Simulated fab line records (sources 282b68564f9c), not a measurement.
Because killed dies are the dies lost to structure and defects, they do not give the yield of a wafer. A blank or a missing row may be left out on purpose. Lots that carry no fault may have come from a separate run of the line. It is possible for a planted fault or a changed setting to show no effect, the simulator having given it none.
Struck lot and sound lot, side by side || flow rit_cmos || 43 steps out of a route of 202
Sound: the wafers L270.1, L270.4, L270.5. Struck: wafers L289.4, L289.6. (L289.3 of the same lot was not struck and is left out.) The cause comes at the end.
For every step that has rows: the tool of each side, followed by ch and its chambers, followed by its first start. Under that, the readings that differ: sound wafers || struck wafers || difference of the means || sigmas: that difference in standard deviations of wafers without a fault.
alike: readings with means less than 2 such deviations apart, plus words and numbers identical on both sides. not compared: withheld readings, readings lacking a value on some wafer, bounds such as >300 that could conceal the same value, and numbers that have no deviation in the record and whose values overlap.
The two part at a step that has a row with sigmas, a row that says differs or no value, or rows on one side only. Numbers that have no deviation but don't overlap get no sigmas and don't part them. A reading that every wafer of one side lacks parts them only if that side has two wafers or more.

RIT_ACTIVE_THK_MEAS_02:
  sound on film_metro-04 at day 1 22:03; struck on film_metro-02 at day 5 21:04
  alike: ACTIVE_OXIDE_THK
then, 1 step without rows for these wafers: RIT_ACTIVE_CVD_03 (deposits Si3N4 from SiH2Cl2/NH3, target thk 150 nm, time 1500 s).
RIT_ACTIVE_THK_MEAS_04:
  sound on film_metro-02 at day 1 23:32; struck on film_metro-01 at day 5 22:33
  alike: ACTIVE_NITRIDE_THK
then, 6 steps without rows for these wafers: RIT_ACTIVE_HMDS_05 (prime time 60 s); RIT_ACTIVE_COAT_06 (resist thk 1000 nm); RIT_ACTIVE_SOFTBAKE_07 (time 60 s); RIT_ACTIVE_EXPOSE_08 (exposes mask M1, target cd 1400 nm); RIT_ACTIVE_PEB_09; RIT_ACTIVE_DEVELOP_10 (develop time 51 s).
RIT_ACTIVE_CD_MEAS_11 targets a cd of 1400 nm.
  sound on cd_sem-02 at day 2 00:26; struck on cd_sem-01 at day 5 23:29
{"reading": "cd_nm (nm)", "sound": "1405.3 1403.1 1404.4", "struck": "1399.7 1399.2", "difference": -4.8, "sigmas": -2}
then, 1 step without rows for these wafers: RIT_ACTIVE_HARDBAKE_12 (time 60 s).
RIT_ACTIVE_ETCH_13: etches Si3N4 in SF6, stops on SiO2, time 210 s, target depth 210 nm.
  sound on rie_diel-04 ch 1,3, day 2 00:43; struck on rie_diel-04 ch 0,1, day 5 23:43
  alike: drypump_motor_current_A, oes_product_au, throttle_valve_pct
  not compared: rf_hours_counter_h
RIT_ACTIVE_STRIP_14: strips in O2, time 180 s.
  sound on plasma_asher-04 ch 0,1, day 2 00:50; struck on plasma_asher-03 ch 1, day 5 23:54
  alike: drypump_motor_current_A
  not compared: rf_hours_counter_h
RIT_ACTIVE_CD_MEAS_90 targets a cd of 1400 nm.
  sound on cd_sem-01 at day 2 01:01; struck on cd_sem-01 at day 6 00:04
  alike: cd_nm
then, 4 steps without rows for these wafers: RIT_ACTIVE_CLEAN_15 (cleans in SC1, time 600 s); RIT_ACTIVE_CLEAN_16 (cleans in dHF, time 30 s); RIT_ACTIVE_CLEAN_17 (cleans in SC2, time 600 s); RIT_FOX1_OXIDATION_00 (target thk 350.7 nm, ox time 1130 s).
RIT_FOX1_THK_MEAS_01:
  sound on film_metro-03 at day 2 02:49; struck on film_metro-03 at day 6 03:26
  alike: FOX1_OXIDE_THK
then, 2 steps without rows for these wafers: RIT_FOX1_WET_ETCH_02 (etches SiO2 in BOE, target depth 350 nm, time 390 s); RIT_FOX2_OXIDATION_00 (target thk 350.7 nm, ox time 1130 s).
RIT_FOX2_THK_MEAS_01:
  sound on film_metro-04 at day 2 04:22; struck on film_metro-03 at day 6 09:03
  alike: FOX2_OXIDE_THK
then, 2 steps without rows for these wafers: RIT_FOX2_CLEAN_02 (cleans in dHF, time 173 s); RIT_FOX2_WET_ETCH_03 (etches Si3N4 in H3PO4, target depth 195 nm, time 2700 s).
RIT_FOX2_THK_MEAS_90:
  sound on film_metro-04 at day 2 05:15; struck on film_metro-03 at day 6 10:01
  alike: FIELD_OXIDE_LEFT_1_THK
then, 6 steps without rows for these wafers: RIT_NWELL_HMDS_00 (prime time 60 s); RIT_NWELL_COAT_01 (resist thk 1300 nm); RIT_NWELL_SOFTBAKE_02 (time 60 s); RIT_NWELL_EXPOSE_03 (exposes mask M2, target cd 43900 nm); RIT_NWELL_PEB_04; RIT_NWELL_DEVELOP_05 (develop time 64.78 s).
RIT_NWELL_OVL_MEAS_06:
  sound on overlay-02 at day 2 06:20; struck on overlay-01 at day 6 10:56
  alike: NWELL_OVL
then, 2 steps without rows for these wafers: RIT_NWELL_HARDBAKE_07 (time 120 s); RIT_NWELL_IMPLANT_08.
RIT_NWELL_STRIP_09: strips in O2, time 180 s.
  sound on plasma_asher-04 ch 0,1, day 2 06:47; struck on plasma_asher-01 ch 1, day 6 11:25
{"reading": "drypump_motor_current_A (A)", "sound": "5.7 5.3 5.3", "struck": "6.2 6.2", "difference": "+0.8", "sigmas": "+2"}
  not compared: rf_hours_counter_h
RIT_NWELL_TW_MEAS_10:
  sound on film_metro-03 at day 2 06:57; struck on film_metro-03 at day 6 11:34
  alike: NWELL_TW
then, 6 steps without rows for these wafers: RIT_PWELL_HMDS_00 (prime time 60 s); RIT_PWELL_COAT_01 (resist thk 1300 nm); RIT_PWELL_SOFTBAKE_02 (time 60 s); RIT_PWELL_EXPOSE_03 (exposes mask M3, target cd 43700 nm); RIT_PWELL_PEB_04; RIT_PWELL_DEVELOP_05 (develop time 68 s).
RIT_M1_PROBE_99:
  sound on prober-02 at day 3 20:34; struck on prober-02 at day 8 00:26
{"reading": "hold", "sound": "- - -", "struck": "await_dispo/4.8h/release await_dispo/4.8h/release", "difference": "no value on the sound wafers", "sigmas": ""}
{"reading": "killed_at_front_end", "sound": "5 10 12", "struck": "37 34", "difference": "+26", "sigmas": "+9"}
{"reading": "killed_dies", "sound": "6 10 12", "struck": "37 34", "difference": "+26", "sigmas": "+8"}
{"reading": "killed_on_rim", "sound": "0 3 3", "struck": "4 8", "difference": "+4", "sigmas": "+3"}
{"reading": "killed_open", "sound": "2 7 6", "struck": "1 1", "difference": -4, "sigmas": -2}
  alike: killed_at_contacts, killed_short

WHERE THEY PART
First at RIT_ACTIVE_CD_MEAS_11; last, within this record, at RIT_M1_PROBE_99.

WHY: what had been put in by the simulator
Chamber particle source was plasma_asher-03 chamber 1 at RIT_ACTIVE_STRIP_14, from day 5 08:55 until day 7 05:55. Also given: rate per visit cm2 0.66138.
